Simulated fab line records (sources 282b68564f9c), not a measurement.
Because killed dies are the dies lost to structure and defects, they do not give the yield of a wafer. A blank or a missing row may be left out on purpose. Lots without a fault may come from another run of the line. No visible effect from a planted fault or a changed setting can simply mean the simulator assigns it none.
Problem report, 8D (eight disciplines) form, completed by code | flow rit cmos | the parts of the form that need people (team, actions taken, sign-off) are left out

== 1. THE PROBLEM ==
M1_AL_RS at RIT_M1_RS_MEAS_01 reads a mean of 0.0653 ohm/sq on 3 wafers of 2 lots; wafers without a fault read 0.0734 ohm/sq with a standard deviation of 0.00079. Relative to the usual mean, that is a shift of -10 standard deviations.
The step: measures by four-point-probe.
The first sign was on wafer L545.3 at day 4 15:52, on film metro-04. The record holds 18 wafers of 6 lots with a number at this step. By rule, "out" or "out of limits" means more than 4 standard deviations away from the usual mean. Any other wafer with a number is counted as sound.

== 2. WHAT IT IS; WHAT IT IS NOT ==
question                    | is                           | is not
which readings at this step | M1_AL_RS                     | -
which lots                  | L545, L547                   | L540, L541, L557, L558
which wafers of those lots  | L545.3, L545.5, L547.2       | L545.2, L547.1, L547.3
read on which gauges        | film metro-02, film metro-04 | film metro-03
when                        | from day 4 15:52             | up to then (7 sound wafers); but 8 sound wafers of L547, L557, L558 came after

== 3. WHAT RULES OUT EACH SUSPECT ==
Counting: any tool at a process step up to the reading remains a suspect provided it ran every lot that is out. Sound lots after the first of them don't rule it out here, since some wafers of a struck lot are sound.
- the gauge at RIT_M1_RS_MEAS_01: ruled out. The wafers that are out were read on 2 gauges (film metro-02, film metro-04).
- pvd sputter-03 at RIT_M1_SPUTTER_00 (material Al, target thk 400 nm, time 500 s): kept. It processed each lot that is out (first: L545, day 4 15:33); up to then, its last sound lot is L540 (day 3 16:03).
After counting, what remains is pvd sputter-03 at RIT_M1_SPUTTER_00.

== 4. THE CAUSE (what the simulator had put in) ==
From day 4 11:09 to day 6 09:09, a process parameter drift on pvd sputter-03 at RIT_M1_SPUTTER_00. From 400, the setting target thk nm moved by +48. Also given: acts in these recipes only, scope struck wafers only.
Counting left only this tool.

== 5. THE EFFECT CHAIN, in route order ==
Each row: a reading whose mean over the struck wafers that have a number lies more than 3 standard deviations from the usual. Scope: only readings with a usual standard deviation given in the record; hours: median across lots of the time from each lot's start at the first step in this table that gives one to its start at this step; sigmas: change in usual standard deviations.
hours | step                 | reading        | usual         | on struck wafers | change  | sigmas
0     | RIT_M1_RS_MEAS_01    | M1_AL_RS       | 0.0734 ohm/sq | 0.0653           | -0.0081 | -10
0     | RIT_M1_THK_MEAS_02   | M1_AL_THK      | 397 nm        | 443              | +46     | +9.7
2     | RIT_M1_METAL_ETCH_12 | oes product au | 0.781 a.u.    | 0.844            | +0.063  | +4.9
It contains these process steps:
- RIT_M1_METAL_ETCH_12: etches Al in Cl2/BCl3, stops on SiO2, time 165 s, target depth 600 nm.
Later steps that measure or inspect, where all struck wafers having a row at the step show a number for every such reading and not one has moved that far: RIT_M1_CD_MEAS_09, RIT_M1_OVL_MEAS_10.

== 6. HOW IT WOULD HAVE BEEN CAUGHT EARLIER ==
In this record the first reading out of limits at a measuring or inspecting step was taken at day 4 15:52, 5 hours after the fault began at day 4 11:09.
Tool readings at RIT_M1_SPUTTER_00 with a usual standard deviation given in the record: none out on any struck wafer, hence no alarm at a limit of 4 standard deviations on them.
Among the 2 lots that are out, L547 began RIT_M1_SPUTTER_00 on pvd sputter-03 after day 4 15:52. A hold on the tool at that time would have spared it.
